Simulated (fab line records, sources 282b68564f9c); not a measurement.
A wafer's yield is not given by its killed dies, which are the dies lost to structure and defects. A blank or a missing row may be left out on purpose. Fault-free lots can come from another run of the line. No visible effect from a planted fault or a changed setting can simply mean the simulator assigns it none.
2 desks looking at one fault -- flow ritCmos -- only its own numbers are on each desk; what lay behind them is given at the end

THE METROLOGY DESK
Lot by lot, what the gauges showed, no matter which tool ran the lot: averages of those sampled wafers that carry a number. The brackets show how far a lot's mean lies from the usual mean; more than 4 standard deviations puts the lot out of limits, marked OUT.
Columns: A = INCOMING_BOW at RIT_ACTIVE_BOW_MEAS_00, usual 0 um; B = PWELL_TW at RIT_PWELL_TW_MEAS_10, usual 946; C = PLDD_TW at RIT_PLDD_TW_MEAS_10, usual 2336; D = PLDD_RS at RIT_SDANNEAL_RS_MEAS_06, usual 178.6 ohm/sq
lot,first seen here,A,B,C,D
L495,day 1 15:00,-6,938,2332,179.0
L496,day 1 20:00,-2,956,2332,178.1
L497,day 2 01:00,7,943,2332,178.7
L498,day 2 06:02,1,941,2330,178.5
L499,day 2 11:01,4,961,2335,179.0
L500,day 2 16:02,2,943,2307,178.4
L501,day 2 21:02,3,934,2308,178.9
L503,day 3 07:02,6,943,2315,178.1
L505,day 3 17:00,2,947,1458 (-38) OUT,608.6 (+99 or more) OUT
L508,day 4 08:00,4,942,1505 (-36) OUT,588.5 (+99 or more) OUT
L510,day 4 18:00,-1,943,2325,178.5
L511,day 4 23:01,2,942,2323,178.4
L512,day 5 04:00,4,944,2323,178.9
L517,day 6 05:02,-3,943,2376,178.7
This desk's finding: out of limits on L505, L508; first on L505, day 5 05:40 (PLDD_TW at RIT_PLDD_TW_MEAS_10). L495, L496, L497, L498, L499, L500, L501, L503, L510, L511, L512, L517: within limits.

TOOL OWNER'S DESK, implanter-02
For each lot that ran on this tool, the mean over its sampled wafers that have a number, from the tool's own readings at RIT_PLDD_IMPLANT_08. The brackets show how far a lot's mean lies from the usual mean; more than 4 standard deviations puts the lot out of limits, marked OUT.
Columns: A = doseIonsCm2 at RIT_PLDD_IMPLANT_08, usual 9e+14; B = endStationPressureTorr at RIT_PLDD_IMPLANT_08, usual 7.3e-06 Torr; C = faradayCurrentUA at RIT_PLDD_IMPLANT_08, usual 2827
lot,first seen here,A,B,C
L495,day 3 01:17,9e+14,7.6e-06,2888
L497,day 3 13:23,9e+14,7.2e-06,2818
L500,day 4 02:15,9e+14,7.3e-06,2862
L501,day 4 07:23,9e+14,7.3e-06,2792
L503,day 4 16:52,9e+14,7.2e-06,2824
L505,day 5 05:20,2e+14 (-99 or more) OUT,5.7e-06 (-4.4) OUT,567 (-43) OUT
L508,day 5 18:08,2e+14 (-99 or more) OUT,5.5e-06 (-4.9) OUT,560 (-44) OUT
This desk's verdict: out of limits on L505, L508, starting with L505 at day 5 05:20 (doseIonsCm2 at RIT_PLDD_IMPLANT_08). L495, L497, L500, L501, L503: within limits.

PUT TOGETHER
On L505, L508, at day 5 05:20, an alarm was possible from the tool owner's desk.
The metrology desk could have raised an alarm at day 5 05:40, on L505, L508.
The lots listed all ran RIT_PLDD_IMPLANT_08 on implanter-02.

WHAT HAD BEEN PUT IN BY THE SIMULATOR
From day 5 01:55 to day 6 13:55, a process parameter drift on implanter-02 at RIT_PLDD_IMPLANT_08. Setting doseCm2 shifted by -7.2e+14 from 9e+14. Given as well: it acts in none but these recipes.
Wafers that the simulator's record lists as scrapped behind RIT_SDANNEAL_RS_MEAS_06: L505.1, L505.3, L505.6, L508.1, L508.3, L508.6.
Lots struck among those shown: L505, L508.
Counting hours from when the fault started, the first reading out of limits came at 3 for the tool owner's desk and at 4 for the metrology desk.
